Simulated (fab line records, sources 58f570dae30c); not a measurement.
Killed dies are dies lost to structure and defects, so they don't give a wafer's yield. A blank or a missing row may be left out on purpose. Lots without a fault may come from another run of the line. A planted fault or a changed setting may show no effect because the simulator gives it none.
Split-lot experiment | flow berkeley_cmos170 | 5 lots, 23 wafers read, on a route of 331 steps

THE SPLIT
At UCB170_ACTIVE_ETCH_15 (etches Si3N4 in CH3F/Ar/O2, stops on SiO2, target depth 242 nm, time 151 s), the setting time_s was moved away from the recipe's 151 s on 11 of the 23 wafers read, by -14.4% to +14.4%. The other wafers ran this setting at the recipe's value.

The reading is taken at the split's own step.

THE READING
KrF_of_ACTIVE_COAT_08.thk_nm (the simulator's own value, which no gauge read), in nm, at UCB170_ACTIVE_ETCH_15 (etches Si3N4 in CH3F/Ar/O2, stops on SiO2, target depth 242 nm, time 151 s). The file gives no usual value for it. The 12 wafers here that ran the recipe average 725.9 nm, standard deviation 3.1 nm.

wafer  | tool, chamber at the split | time_s as run, s | against the recipe | KrF_of_ACTIVE_COAT_08.thk_nm, nm | against lot-mates on the recipe
L076.1 | rie_diel-04, 2             | 151              | recipe             | 727.2                            | -
L076.2 | rie_diel-04, 1             | 151              | recipe             | 728                              | -
L076.6 | rie_diel-04, 1             | 151              | recipe             | 729.4                            | -
L075.1 | rie_diel-02, 0             | 172.8            | +14.4%             | 705                              | -18.8
L075.2 | rie_diel-02, 1             | 151              | recipe             | 724                              | -
L075.3 | rie_diel-02, 2             | 151              | recipe             | 723.5                            | -
L075.4 | rie_diel-02, 3             | 172.8            | +14.4%             | 700.8                            | -23.0
L075.5 | rie_diel-02, 1             | 172.8            | +14.4%             | 699.9                            | -23.9
L077.1 | rie_diel-02, 3             | 134.7            | -10.8%             | 742.3                            | +15.5
L077.2 | rie_diel-02, 1             | 151              | recipe             | 725.3                            | -
L077.3 | rie_diel-02, 0             | 134.7            | -10.8%             | 748                              | +21.2
L077.4 | rie_diel-02, 2             | 134.7            | -10.8%             | 743.1                            | +16.4
L077.5 | rie_diel-02, 2             | 151              | recipe             | 728.2                            | -
L080.1 | rie_diel-04, 0             | 129.3            | -14.4%             | 747.7                            | +17.9
L080.2 | rie_diel-04, 3             | 151              | recipe             | 729.7                            | -
L080.3 | rie_diel-04, 1             | 129.3            | -14.4%             | 750.6                            | +20.8
L080.5 | rie_diel-04, 2             | 151              | recipe             | 729.9                            | -
L080.6 | rie_diel-04, 3             | 129.3            | -14.4%             | 750.6                            | +20.8
L082.1 | rie_diel-03, 0             | 151              | recipe             | 722.9                            | -
L082.3 | rie_diel-03, 2             | 151              | recipe             | 721.7                            | -
L082.4 | rie_diel-03, 3             | 151              | recipe             | 720.6                            | -
L082.5 | rie_diel-03, 3             | 133.2            | -11.8%             | 740.6                            | +18.9
L082.6 | rie_diel-03, 0             | 133.2            | -11.8%             | 741.5                            | +19.8

THE FIT
A straight line over all 23 wafers: KrF_of_ACTIVE_COAT_08.thk_nm changes by -1.62 nm for each +1% of time_s; r = -0.98; the points scatter about the line by 3 nm.
The same after taking each lot's own level away (the mean of its wafers on the recipe; 23 wafers): -1.51 nm for each +1%; r = -0.99; scatter 1.8 nm.
On that fit, the largest move of time_s shifts the reading by 22 nm.
The lots' own levels span 721.73 to 729.80 nm, that is 2.6 times the standard deviation above.
So the lot-to-lot level changes the slope little: the two slopes agree.
Check: with one of the wafers moved furthest among these (+14.4%) left out of the fit, the line predicts -22.5 nm for it against its lot-mates. It came out at -18.8 nm against them.

OTHER SPLITS ON THESE WAFERS
These wafers also went through other splits before the reading. Each is held against what the fit with the lots' levels taken away leaves over:
other split on the same wafers       | wafers away from the commonest value | r with KrF_of_ACTIVE_COAT_08.thk_nm (lot level and that fit taken away)
UCB170_START_OXIDATION_02 ox_time_s  | 15                                   | +0.03
UCB170_NWELL_OXIDATION_01 temp_c     | 15                                   | +0.03
UCB170_NWELL_IMPLANT_14 energy_kev   | 10                                   | +0.16
UCB170_PWELL_IMPLANT_15 energy_kev   | 7                                    | +0.02
UCB170_WELLDRIVE_OXIDATION_01 temp_c | 15                                   | -0.22

THE WHOLE CHAIN: every reading that the file lists as answering this split, in the file's order
step                   | what it does                                                               | reading                                                                             | change (the file's fit)                                                             | r (the file's)
UCB170_ACTIVE_ETCH_15  | etches Si3N4 in CH3F/Ar/O2, stops on SiO2, target depth 242 nm, time 151 s | KrF_of_ACTIVE_COAT_08.thk_nm (the simulator's own value, which no gauge read)       | -1.52 nm for each +1% of the setting                                                | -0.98
UCB170_ACTIVE_ETCH_15  | etches Si3N4 in CH3F/Ar/O2, stops on SiO2, target depth 242 nm, time 151 s | SiO2_of_ACTIVE_OXIDATION_02.thk_nm (the simulator's own value, which no gauge read) | not straight: 21.82 at the lowest setting, 21.1 at the recipe, 14.72 at the highest | not given
UCB170_ACTIVE_STRIP_16 | strips in O2                                                               | strip_time_to_endpoint_s                                                            | withheld for each +1% of the setting                                                | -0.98

THE FILE'S OWN FIT
KrF_of_ACTIVE_COAT_08.thk_nm changes by -1.52 nm for each +1% of time_s, r = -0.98.
